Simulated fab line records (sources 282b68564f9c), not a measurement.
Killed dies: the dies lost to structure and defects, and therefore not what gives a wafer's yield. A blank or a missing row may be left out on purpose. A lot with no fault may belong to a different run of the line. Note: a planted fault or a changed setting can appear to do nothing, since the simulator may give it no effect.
Chamber matching | flow ritCmos | 4 sister chambers for RIT_GATE_ETCH_19 on rieSi-01
The step etches poly-Si in SF6/CHF3/O2, stops on SiO2, time 165 s, target depth 312.5 nm. 16 wafers are shown with their chamber, then 8 later ones without.

## WAFERS WITH THEIR CHAMBER
wafer  | chamber | drypumpMotorCurrentA (A) | throttleValvePct (%) | SF6_flow_sccm (sccm)
L727.1 | 0       | 6.1                      | 10.15                | 30.12
L727.2 | 2       | 6.2                      | 10.14                | 29.92
L727.4 | 1       | 5.3                      | 10.29                | 30.14
L729.1 | 3       | 5.4                      | 10.19                | 29.98
L729.3 | 0       | 6.0                      | 10.16                | 30.17
L729.4 | 1       | 5.2                      | 10.29                | 30.05
L738.2 | 3       | 5.4                      | 10.21                | 29.99
L738.3 | 1       | 5.3                      | 10.28                | 29.97
L738.4 | 2       | 6.1                      | 10.14                | 29.89
L740.2 | 1       | 5.3                      | 10.28                | 29.91
L740.3 | 3       | 5.4                      | 10.20                | 29.93
L740.5 | 1       | 5.3                      | 10.30                | 30.06
L742.1 | 3       | 5.4                      | 10.21                | 29.92
L742.5 | 3       | 5.4                      | 10.21                | 29.97
L742.6 | 2       | 6.1                      | 10.15                | 30.01
L744.1 | 1       | 5.3                      | 10.30                | 29.99

SIGNATURES (means of the wafers above)
reading              | chamber 0 | chamber 1 | chamber 2 | chamber 3 | scatter within a chamber
drypumpMotorCurrentA | 6.050     | 5.283     | 6.133     | 5.400     | 0.0408
throttleValvePct     | 10.1550   | 10.2900   | 10.1433   | 10.2040   | 0.00835
SF6_flow_sccm        | 30.1450   | 30.0200   | 29.9400   | 29.9580   | 0.0615
Rule: a wafer lies at a distance from a chamber equal to the root of the sum of squares, over the readings, of (its reading less the chamber's mean, divided by the reading's scatter). The wafer belongs to the nearest chamber; if the next one is less than 2 further off, it can't be placed. The scatter is the square root of a quotient: the sum, over the shown wafers, of each reading's squared deviation from its chamber's mean, divided by wafers minus chambers.

## WAFERS WITHOUT THEIR CHAMBER
wafer  | drypumpMotorCurrentA (A) | throttleValvePct (%) | SF6_flow_sccm (sccm)
L744.3 | 6.2                      | 10.15                | 30.07
L744.5 | 6.0                      | 10.15                | 30.09
L746.1 | 5.3                      | 10.29                | 30.05
L746.2 | 6.1                      | 10.16                | 30.00
L746.6 | 6.0                      | 10.18                | 30.08
L748.2 | 6.1                      | 10.14                | 29.99
L748.3 | 5.4                      | 10.21                | 30.12
L748.5 | 5.4                      | 10.20                | 30.14

## WHICH CHAMBER EACH ONE RAN IN
wafer  | from the rows above     | in truth
L744.3 | can't be placed: 2 or 0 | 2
L744.5 | 0                       | 0
L746.1 | 1                       | 1
L746.2 | can't be placed: 2 or 0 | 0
L746.6 | 0                       | 0
L748.2 | 2                       | 2
L748.3 | 3                       | 3
L748.5 | 3                       | 3
Correct placement for 6 of the 8. Unplaceable from these rows: 2, with the true chamber sitting among the candidates in 2. Number placed wrongly: 0.
